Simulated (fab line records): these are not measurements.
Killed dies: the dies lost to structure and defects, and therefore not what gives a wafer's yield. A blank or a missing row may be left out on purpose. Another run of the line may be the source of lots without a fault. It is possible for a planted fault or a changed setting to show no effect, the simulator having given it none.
fab line records :: flow rit-cmos
record
  lots=14
  wafers=42
  last-day=7
route steps=202 shown M1@195
lots that met no fault: from a run of the same line without faults
start-h: start of the lot's first displayed wafer, in hours after the record's first day :: wait-h: how many hours have passed since the lot's step before this one :: " as in the row above :: L1.1+2: several wafers, shown together as one row :: - either no value or no given start :: * or withheld: withheld :: < > ~ a bound
route shown NAME@n: a module of which the file shows steps, and the number in the route of the first :: usual: mean and standard deviation over wafers with no fault :: same: alike in all rows :: chamber/n: place in a boat :: sites: the reading at each site :: _std_site: their standard deviation :: _edge_site: mean of outer sites minus mean of inner sites :: radius-mm: for every site, how far away it sits from the centre of the wafer :: mask NAME#n: copy n :: behind: the most recent tool/chamber to have shaped the wafer :: hold: why the lot went on hold/how many hours it stayed there/how the hold came to an end :: device: transistor that didn't switch, given as n, p or np :: end of line: tests run on the same wafers once the route is complete :: a step given without rows: its recipe and nothing more :: killed: dies that structure and defects cost at the first sort, which is not the same as the wafer's yield :: map: a wafer's dies, x killed, . not, _ none there
set.NAME: the run value of the setting; set.NAME@STEP: its run value at that earlier step :: model.NAME: the simulator's own value behind a step, which no gauge read
route steps across a sampled set of lots; one table per step, one row per wafer
## steps
# step RIT_M1_HARDBAKE_11
# recipe
  resist=NOVOLAK
  temp-c=140
  time-s=120
# usual
  heater-power-total-W=52.03/0.063
  plate-temp-C=140.00/0.14
# same
  time-s=120
lot.wafer: L224.4
tool: litho-track-04
chamber: 0
start-h: 61.49
wait-h: 0.1
heater-power-total-W: 52.00
plate-temp-C: 139.95

lot.wafer: L224.5
tool: litho-track-04
chamber: 0
start-h: 61.49
wait-h: 0.1
heater-power-total-W: 52.10
plate-temp-C: 139.70

lot.wafer: L224.6
tool: litho-track-04
chamber: 0
start-h: 61.49
wait-h: 0.1
heater-power-total-W: 51.96
plate-temp-C: 139.77

lot.wafer: L225.1
tool: litho-track-02
chamber: 0
start-h: 68.64
wait-h: 0.1
heater-power-total-W: 51.95
plate-temp-C: 139.87

lot.wafer: L225.5
tool: litho-track-02
chamber: 0
start-h: 68.64
wait-h: 0.1
heater-power-total-W: 51.91
plate-temp-C: 140.04

lot.wafer: L225.6
tool: litho-track-02
chamber: 0
start-h: 68.64
wait-h: 0.1
heater-power-total-W: 51.99
plate-temp-C: 140.14

lot.wafer: L226.2
tool: litho-track-02
chamber: 0
start-h: 74.88
wait-h: 0.1
heater-power-total-W: 51.98
plate-temp-C: 139.92

lot.wafer: L226.4
tool: litho-track-02
chamber: 0
start-h: 74.88
wait-h: 0.1
heater-power-total-W: 51.95
plate-temp-C: 139.82

lot.wafer: L226.6
tool: litho-track-02
chamber: 0
start-h: 74.88
wait-h: 0.1
heater-power-total-W: 51.95
plate-temp-C: 139.79

lot.wafer: L229.1
tool: litho-track-03
chamber: 0
start-h: 90.13
wait-h: 0.0
heater-power-total-W: 52.01
plate-temp-C: 139.90

lot.wafer: L229.2
tool: litho-track-03
chamber: 0
start-h: 90.13
wait-h: 0.0
heater-power-total-W: 52.00
plate-temp-C: 140.06

lot.wafer: L229.4
tool: litho-track-03
chamber: 0
start-h: 90.13
wait-h: 0.0
heater-power-total-W: 52.20
plate-temp-C: 139.96

lot.wafer: L230.1
tool: litho-track-02
chamber: 0
start-h: 95.38
wait-h: 0.0
heater-power-total-W: 52.18
plate-temp-C: 139.96

lot.wafer: L230.2
tool: litho-track-02
chamber: 0
start-h: 95.38
wait-h: 0.0
heater-power-total-W: 52.09
plate-temp-C: 139.73

lot.wafer: L230.6
tool: litho-track-02
chamber: 0
start-h: 95.38
wait-h: 0.0
heater-power-total-W: 52.09
plate-temp-C: 139.94

lot.wafer: L231.2
tool: litho-track-02
chamber: 0
start-h: 97.36
wait-h: 0.1
heater-power-total-W: 51.67
plate-temp-C: 139.11

lot.wafer: L231.5
tool: litho-track-02
chamber: 0
start-h: 97.36
wait-h: 0.1
heater-power-total-W: 51.58
plate-temp-C: 139.24

lot.wafer: L231.6
tool: litho-track-02
chamber: 0
start-h: 97.36
wait-h: 0.1
heater-power-total-W: 51.55
plate-temp-C: 139.20

lot.wafer: L232.2
tool: litho-track-04
chamber: 0
start-h: 101.44
wait-h: 0.1
heater-power-total-W: 52.05
plate-temp-C: 140.05

lot.wafer: L232.3
tool: litho-track-04
chamber: 0
start-h: 101.44
wait-h: 0.1
heater-power-total-W: 51.99
plate-temp-C: 139.94

lot.wafer: L232.4
tool: litho-track-04
chamber: 0
start-h: 101.44
wait-h: 0.1
heater-power-total-W: 51.99
plate-temp-C: 140.23

lot.wafer: L233.2
tool: litho-track-03
chamber: 0
start-h: 109.63
wait-h: 0.1
heater-power-total-W: 52.06
plate-temp-C: 140.04

lot.wafer: L233.5
tool: litho-track-03
chamber: 0
start-h: 109.63
wait-h: 0.1
heater-power-total-W: 52.05
plate-temp-C: 139.91

lot.wafer: L233.6
tool: litho-track-03
chamber: 0
start-h: 109.63
wait-h: 0.1
heater-power-total-W: 52.05
plate-temp-C: 140.05

lot.wafer: L235.1
tool: litho-track-02
chamber: 0
start-h: 118.70
wait-h: 0.1
heater-power-total-W: 51.61
plate-temp-C: 139.10

lot.wafer: L235.4
tool: litho-track-02
chamber: 0
start-h: 118.70
wait-h: 0.1
heater-power-total-W: 51.73
plate-temp-C: 139.33

lot.wafer: L235.6
tool: litho-track-02
chamber: 0
start-h: 118.70
wait-h: 0.1
heater-power-total-W: 51.64
plate-temp-C: 139.37

lot.wafer: L240.1
tool: litho-track-03
chamber: 0
start-h: 140.88
wait-h: 0.0
heater-power-total-W: 52.04
plate-temp-C: 140.18

lot.wafer: L240.5
tool: litho-track-03
chamber: 0
start-h: 140.88
wait-h: 0.0
heater-power-total-W: 51.98
plate-temp-C: 140.06

lot.wafer: L240.6
tool: litho-track-03
chamber: 0
start-h: 140.88
wait-h: 0.0
heater-power-total-W: 52.12
plate-temp-C: 140.11

lot.wafer: L242.1
tool: litho-track-04
chamber: 0
start-h: 157.58
wait-h: 0.2
heater-power-total-W: 52.00
plate-temp-C: 139.77

lot.wafer: L242.5
tool: litho-track-04
chamber: 0
start-h: 157.58
wait-h: 0.2
heater-power-total-W: 51.97
plate-temp-C: 139.89

lot.wafer: L242.6
tool: litho-track-04
chamber: 0
start-h: 157.58
wait-h: 0.2
heater-power-total-W: 52.00
plate-temp-C: 139.87

lot.wafer: L243.1
tool: litho-track-04
chamber: 0
start-h: 160.89
wait-h: 0.0
heater-power-total-W: 51.94
plate-temp-C: 140.01

lot.wafer: L243.2
tool: litho-track-04
chamber: 0
start-h: 160.89
wait-h: 0.0
heater-power-total-W: 52.05
plate-temp-C: 140.07

lot.wafer: L243.6
tool: litho-track-04
chamber: 0
start-h: 160.89
wait-h: 0.0
heater-power-total-W: 52.20
plate-temp-C: 139.87

lot.wafer: L244.1
tool: litho-track-04
chamber: 0
start-h: 165.44
wait-h: 0.0
heater-power-total-W: 51.99
plate-temp-C: 140.21

lot.wafer: L244.3
tool: litho-track-04
chamber: 0
start-h: 165.44
wait-h: 0.0
heater-power-total-W: 52.06
plate-temp-C: 140.23

lot.wafer: L244.4
tool: litho-track-04
chamber: 0
start-h: 165.44
wait-h: 0.0
heater-power-total-W: 52.06
plate-temp-C: 140.05

lot.wafer: L245.1
tool: litho-track-04
chamber: 0
start-h: 170.78
wait-h: 0.0
heater-power-total-W: 52.05
plate-temp-C: 139.90

lot.wafer: L245.3
tool: litho-track-04
chamber: 0
start-h: 170.78
wait-h: 0.0
heater-power-total-W: 51.96
plate-temp-C: 139.92

lot.wafer: L245.5
tool: litho-track-04
chamber: 0
start-h: 170.78
wait-h: 0.0
heater-power-total-W: 52.02
plate-temp-C: 140.16
# step RIT_M1_PROBE_99
# usual
  defect-limited-yield=97.3/1.3
  killed-at-contacts=0.1/0.3
  killed-at-front-end=7/3.4
  killed-dies=7/3.4
  killed-open=3.6/2.1
  killed-short=3.5/2.1
  sort_bin_3_pad_short=0.1/0.27
  sort_bin_5_function=1.5/0.75
  sort_bin_6_memory=1.0/0.75
  sort-n-pass=257/3.4
  sort-yield-pct=97.3/1.3
# same
  gross-dies=264
  killed_at_M0_to_M3=0
  killed_at_M4_up=0
  killed-at-back-side=0
  killed-at-other=0
lot.wafer: L231.2
tool: prober-01
chamber: -
start-h: 99.88
wait-h: 0.1
defect-limited-yield[%]: 97.7
killed-at-contacts: 0
killed-at-front-end: 6
killed-dies: 6
killed-open: 4
killed-short: 2
sort_bin_3_pad_short[%]: 0
sort_bin_5_function[%]: 1.5
sort_bin_6_memory[%]: 0.8
sort-n-pass: 258
sort-yield-pct[%]: 97.7

lot.wafer: L231.5
tool: prober-01
chamber: -
start-h: 100.03
wait-h: 0.2
defect-limited-yield[%]: 95.8
killed-at-contacts: 0
killed-at-front-end: 11
killed-dies: 11
killed-open: 5
killed-short: 6
sort_bin_3_pad_short[%]: 0.8
sort_bin_5_function[%]: 2.7
sort_bin_6_memory[%]: 0.8
sort-n-pass: 253
sort-yield-pct[%]: 95.8

lot.wafer: L231.6
tool: prober-01
chamber: -
start-h: 100.08
wait-h: 0.2
defect-limited-yield[%]: 97.0
killed-at-contacts: 0
killed-at-front-end: 8
killed-dies: 8
killed-open: 6
killed-short: 2
sort_bin_3_pad_short[%]: 0
sort_bin_5_function[%]: 1.5
sort_bin_6_memory[%]: 1.5
sort-n-pass: 256
sort-yield-pct[%]: 97.0

lot.wafer: L232.2
tool: prober-02
chamber: -
start-h: 103.97
wait-h: 0.1
defect-limited-yield[%]: 97.7
killed-at-contacts: 1
killed-at-front-end: 5
killed-dies: 6
killed-open: 3
killed-short: 3
sort_bin_3_pad_short[%]: 0
sort_bin_5_function[%]: 1.1
sort_bin_6_memory[%]: 1.1
sort-n-pass: 258
sort-yield-pct[%]: 97.7

lot.wafer: L232.3
tool: prober-02
chamber: -
start-h: 104.02
wait-h: 0.2
defect-limited-yield[%]: 98.9
killed-at-contacts: 0
killed-at-front-end: 3
killed-dies: 3
killed-open: 1
killed-short: 2
sort_bin_3_pad_short[%]: 0
sort_bin_5_function[%]: 0.4
sort_bin_6_memory[%]: 0.8
sort-n-pass: 261
sort-yield-pct[%]: 98.9

lot.wafer: L232.4
tool: prober-02
chamber: -
start-h: 104.07
wait-h: 0.2
defect-limited-yield[%]: 98.5
killed-at-contacts: 0
killed-at-front-end: 4
killed-dies: 4
killed-open: 2
killed-short: 2
sort_bin_3_pad_short[%]: 0
sort_bin_5_function[%]: 0.8
sort_bin_6_memory[%]: 0.8
sort-n-pass: 260
sort-yield-pct[%]: 98.5

lot.wafer: L233.2
tool: prober-01
chamber: -
start-h: 112.14
wait-h: 0.1
defect-limited-yield[%]: 97.3
killed-at-contacts: 0
killed-at-front-end: 7
killed-dies: 7
killed-open: 3
killed-short: 4
sort_bin_3_pad_short[%]: 0
sort_bin_5_function[%]: 1.5
sort_bin_6_memory[%]: 1.1
sort-n-pass: 257
sort-yield-pct[%]: 97.3

lot.wafer: L233.5
tool: prober-01
chamber: -
start-h: 112.29
wait-h: 0.2
defect-limited-yield[%]: 98.5
killed-at-contacts: 0
killed-at-front-end: 4
killed-dies: 4
killed-open: 3
killed-short: 1
sort_bin_3_pad_short[%]: 0
sort_bin_5_function[%]: 1.5
sort_bin_6_memory[%]: 0
sort-n-pass: 260
sort-yield-pct[%]: 98.5

lot.wafer: L233.6
tool: prober-01
chamber: -
start-h: 112.34
wait-h: 0.2
defect-limited-yield[%]: 97.7
killed-at-contacts: 0
killed-at-front-end: 6
killed-dies: 6
killed-open: 4
killed-short: 2
sort_bin_3_pad_short[%]: 0
sort_bin_5_function[%]: 1.5
sort_bin_6_memory[%]: 0.8
sort-n-pass: 258
sort-yield-pct[%]: 97.7

lot.wafer: L235.1
tool: prober-01
chamber: -
start-h: 121.20
wait-h: 0.1
defect-limited-yield[%]: 97.7
killed-at-contacts: 0
killed-at-front-end: 6
killed-dies: 6
killed-open: 4
killed-short: 2
sort_bin_3_pad_short[%]: 0
sort_bin_5_function[%]: 1.1
sort_bin_6_memory[%]: 1.1
sort-n-pass: 258
sort-yield-pct[%]: 97.7

lot.wafer: L235.4
tool: prober-01
chamber: -
start-h: 121.35
wait-h: 0.2
defect-limited-yield[%]: 98.1
killed-at-contacts: 0
killed-at-front-end: 5
killed-dies: 5
killed-open: 5
killed-short: 0
sort_bin_3_pad_short[%]: 0
sort_bin_5_function[%]: 1.1
sort_bin_6_memory[%]: 0.8
sort-n-pass: 259
sort-yield-pct[%]: 98.1

lot.wafer: L235.6
tool: prober-01
chamber: -
start-h: 121.45
wait-h: 0.2
defect-limited-yield[%]: 99.2
killed-at-contacts: 0
killed-at-front-end: 2
killed-dies: 2
killed-open: 1
killed-short: 1
sort_bin_3_pad_short[%]: 0
sort_bin_5_function[%]: 0.4
sort_bin_6_memory[%]: 0.4
sort-n-pass: 262
sort-yield-pct[%]: 99.2

lot.wafer: L240.1
tool: prober-02
chamber: -
start-h: 143.39
wait-h: 0.1
defect-limited-yield[%]: 97.7
killed-at-contacts: 0
killed-at-front-end: 6
killed-dies: 6
killed-open: 5
killed-short: 1
sort_bin_3_pad_short[%]: 0
sort_bin_5_function[%]: 1.5
sort_bin_6_memory[%]: 0.8
sort-n-pass: 258
sort-yield-pct[%]: 97.7

lot.wafer: L240.5
tool: prober-02
chamber: -
start-h: 143.59
wait-h: 0.2
defect-limited-yield[%]: 99.2
killed-at-contacts: 0
killed-at-front-end: 2
killed-dies: 2
killed-open: 0
killed-short: 2
sort_bin_3_pad_short[%]: 0
sort_bin_5_function[%]: 0.8
sort_bin_6_memory[%]: 0
sort-n-pass: 262
sort-yield-pct[%]: 99.2

lot.wafer: L240.6
tool: prober-02
chamber: -
start-h: 143.64
wait-h: 0.2
defect-limited-yield[%]: 98.1
killed-at-contacts: 0
killed-at-front-end: 5
killed-dies: 5
killed-open: 2
killed-short: 3
sort_bin_3_pad_short[%]: 0
sort_bin_5_function[%]: 1.5
sort_bin_6_memory[%]: 0.4
sort-n-pass: 259
sort-yield-pct[%]: 98.1

lot.wafer: L244.1
tool: prober-01
chamber: -
start-h: 167.98
wait-h: 0.1
defect-limited-yield[%]: 97.3
killed-at-contacts: 0
killed-at-front-end: 7
killed-dies: 7
killed-open: 5
killed-short: 2
sort_bin_3_pad_short[%]: 0.4
sort_bin_5_function[%]: 1.5
sort_bin_6_memory[%]: 0.8
sort-n-pass: 257
sort-yield-pct[%]: 97.3

lot.wafer: L244.3
tool: prober-01
chamber: -
start-h: 168.08
wait-h: 0.2
defect-limited-yield[%]: 97.3
killed-at-contacts: 0
killed-at-front-end: 7
killed-dies: 7
killed-open: 5
killed-short: 2
sort_bin_3_pad_short[%]: 0
sort_bin_5_function[%]: 1.9
sort_bin_6_memory[%]: 0.8
sort-n-pass: 257
sort-yield-pct[%]: 97.3

lot.wafer: L244.4
tool: prober-01
chamber: -
start-h: 168.13
wait-h: 0.2
defect-limited-yield[%]: 96.6
killed-at-contacts: 0
killed-at-front-end: 9
killed-dies: 9
killed-open: 4
killed-short: 5
sort_bin_3_pad_short[%]: 0.8
sort_bin_5_function[%]: 1.1
sort_bin_6_memory[%]: 1.5
sort-n-pass: 255
sort-yield-pct[%]: 96.6
# killed by level:class
L231.2 SILICIDE:geometric-particle:open=2 FOX1:geometric-particle:open=1 GATE:geometric-particle:open=1 GATE:geometric-particle:short=1 SILICIDE:geometric-particle:short=1
L231.5 GATE:geometric-particle:short=4 GATE:geometric-particle:open=2 FOX1:geometric-particle:short=1 FOX2:geometric-particle:open=1 REOX:geometric-particle:open=1 REOX:geometric-particle:short=1 SILICIDE:geometric-particle:open=1
L231.6 FOX1:geometric-particle:open=2 GATE:geometric-particle:open=2 REOX:geometric-particle:open=2 GATE:geometric-particle:short=1 SILICIDE:geometric-particle:short=1
L232.2 FOX1:geometric-particle:short=1 GATE:geometric-particle:open=1 REOX:geometric-particle:open=1 REOX:geometric-particle:short=1 SILICIDE:geometric-particle:open=1 CONTACT:geometric-particle:short=1
L232.3 REOX:geometric-particle:short=2 SILICIDE:geometric-particle:open=1
L232.4 FOX2:geometric-particle:short=1 GATE:geometric-particle:short=1 GATE:geometric-particle:open=1 SILICIDE:geometric-particle:open=1
L233.2 GATE:geometric-particle:short=3 GATE:geometric-particle:open=1 REOX:geometric-particle:open=1 SILICIDE:geometric-particle:short=1 SILICIDE:geometric-particle:open=1
L233.5 SILICIDE:geometric-particle:open=2 GATE:geometric-particle:open=1 GATE:geometric-particle:short=1
L233.6 GATE:geometric-particle:open=2 REOX:geometric-particle:short=1 SPACER:geometric-particle:open=1 SILICIDE:geometric-particle:open=1 SILICIDE:geometric-particle:short=1
L235.1 GATE:geometric-particle:short=2 FOX2:geometric-particle:open=1 GATE:geometric-particle:open=1 SPACER:geometric-particle:open=1 SILICIDE:geometric-particle:open=1
L235.4 REOX:geometric-particle:open=2 FOX2:geometric-particle:open=1 GATE:geometric-particle:open=1 SPACER:geometric-particle:open=1
L235.6 REOX:geometric-particle:open=1 SILICIDE:geometric-particle:short=1
L240.1 GATE:geometric-particle:open=4 GATE:geometric-particle:short=1 REOX:geometric-particle:open=1
L240.5 FOX1:geometric-particle:short=1 GATE:geometric-particle:short=1
L240.6 GATE:geometric-particle:open=2 FOX1:geometric-particle:short=1 GATE:geometric-particle:short=1 SPACER:geometric-particle:short=1
L244.1 GATE:geometric-particle:open=4 GATE:geometric-particle:short=2 SILICIDE:geometric-particle:open=1
L244.3 GATE:geometric-particle:open=4 SPACER:geometric-particle:short=2 ACTIVE:geometric-particle:open=1
L244.4 GATE:geometric-particle:open=3 GATE:geometric-particle:short=2 FOX1:geometric-particle:short=1 FOX2:geometric-particle:short=1 REOX:geometric-particle:open=1 SILICIDE:geometric-particle:short=1
## key
first-sign
  step=RIT_M1_HARDBAKE_11
  reading=heater-power-total-W
  direction=down
  sigmas=6.3
  usual=52.03
  struck=51.63
effect
  step=RIT_M1_HARDBAKE_11
  reading=plate-temp-C
  direction=down
  sigmas=5.7
  usual=*
  struck=*
met-at RIT_M1_HARDBAKE_11
struck-lots L231,L235
onset-between 95.38 97.36
fault
  kind=process-parameter-drift
  tool=litho-track-02
  chamber=-
  onset-h=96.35
  steps=RIT_M1_HARDBAKE_11
  channel=temp-c
  offset=*
  shape=step
  end-h=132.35
  acts-in=*
  stated=*
